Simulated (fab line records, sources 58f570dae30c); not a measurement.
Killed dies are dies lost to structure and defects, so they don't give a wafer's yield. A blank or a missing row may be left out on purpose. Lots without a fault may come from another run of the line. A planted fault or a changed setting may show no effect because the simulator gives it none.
Split-lot experiment | flow berkeley_cmos170 | 5 lots, 23 wafers read, on a route of 331 steps

THE SPLIT
At UCB170_NSD_PEB_04, the setting peb_temp_c was moved away from the recipe's 130 C on 4 of the 23 wafers read, by +2.0% to +3.0%. The other wafers ran this setting at the recipe's value.

FROM THE SPLIT TO THE READING: what the file shows between them, 1 step
- UCB170_NSD_DEVELOP_05: develop time 45 s

THE READING
cd_nm, in nm, at UCB170_NSD_CD_MEAS_06 (target cd 1200 nm). Fault-free wafers of this fab line usually give 1199.9 nm, standard deviation 1.2 nm.

wafer  | tool, chamber at the split | peb_temp_c as run, C | against the recipe | cd_nm, nm | against lot-mates on the recipe
L075.1 | litho_track-02, 0          | 130                  | recipe             | 1200.0    | -
L075.2 | litho_track-02, 0          | 130                  | recipe             | 1200.0    | -
L075.3 | litho_track-02, 0          | 130                  | recipe             | 1199.5    | -
L075.5 | litho_track-02, 0          | 130                  | recipe             | 1200.3    | -
L075.6 | litho_track-02, 0          | 130                  | recipe             | 1199.6    | -
L079.1 | litho_track-03, 0          | 132.6                | +2.0%              | 1218.4    | +15.7
L079.2 | litho_track-03, 0          | 130                  | recipe             | 1203.4    | -
L079.3 | litho_track-03, 0          | 130                  | recipe             | 1202.1    | -
L079.5 | litho_track-03, 0          | 130                  | recipe             | 1202.5    | -
L079.6 | litho_track-03, 0          | 132.6                | +2.0%              | 1218.2    | +15.5
L080.1 | litho_track-01, 0          | 133.9                | +3.0%              | 1222.0    | +22.9
L080.3 | litho_track-01, 0          | 133.9                | +3.0%              | 1221.9    | +22.8
L080.4 | litho_track-01, 0          | 130                  | recipe             | 1198.1    | -
L080.5 | litho_track-01, 0          | 130                  | recipe             | 1200.1    | -
L080.6 | litho_track-01, 0          | 130                  | recipe             | 1199.2    | -
L082.2 | litho_track-02, 0          | 130                  | recipe             | 1199.2    | -
L082.3 | litho_track-02, 0          | 130                  | recipe             | 1199.4    | -
L082.6 | litho_track-02, 0          | 130                  | recipe             | 1199.7    | -
L085.1 | litho_track-02, 0          | 130                  | recipe             | 1199.5    | -
L085.2 | litho_track-02, 0          | 130                  | recipe             | 1200.7    | -
L085.3 | litho_track-02, 0          | 130                  | recipe             | 1199.7    | -
L085.4 | litho_track-02, 0          | 130                  | recipe             | 1200.3    | -
L085.5 | litho_track-02, 0          | 130                  | recipe             | 1199.7    | -

THE FIT
A straight line over all 23 wafers: cd_nm changes by +7.79 nm for each +1% of peb_temp_c; r = +0.98; the points scatter about the line by 1.5 nm.
The same after taking each lot's own level away (the mean of its wafers on the recipe; 23 wafers): +7.67 nm for each +1%; r = +1.00; scatter 0.47 nm.
On that fit, the largest move of peb_temp_c shifts the reading by 23 nm.
The lots' own levels span 1199.13 to 1202.67 nm, that is 2.9 times the standard deviation above.
So the lot-to-lot level changes the slope little: the two slopes agree.
Check: with one of the wafers moved furthest among these (+3.0%) left out of the fit, the line predicts +23.1 nm for it against its lot-mates. It came out at +22.9 nm against them.

OTHER SPLITS ON THESE WAFERS
These wafers also went through other splits before the reading. Each is held against what the fit with the lots' levels taken away leaves over:
other split on the same wafers    | wafers away from the commonest value | r with cd_nm (lot level and that fit taken away)
UCB170_PLDD_PEB_04 peb_temp_c     | 10                                   | -0.29
UCB170_NLDD_IMPLANT_08 energy_kev | 8                                    | -0.15

THE FILE'S OWN FIT
cd_nm changes by +7.67 nm for each +1% of peb_temp_c, r = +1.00.
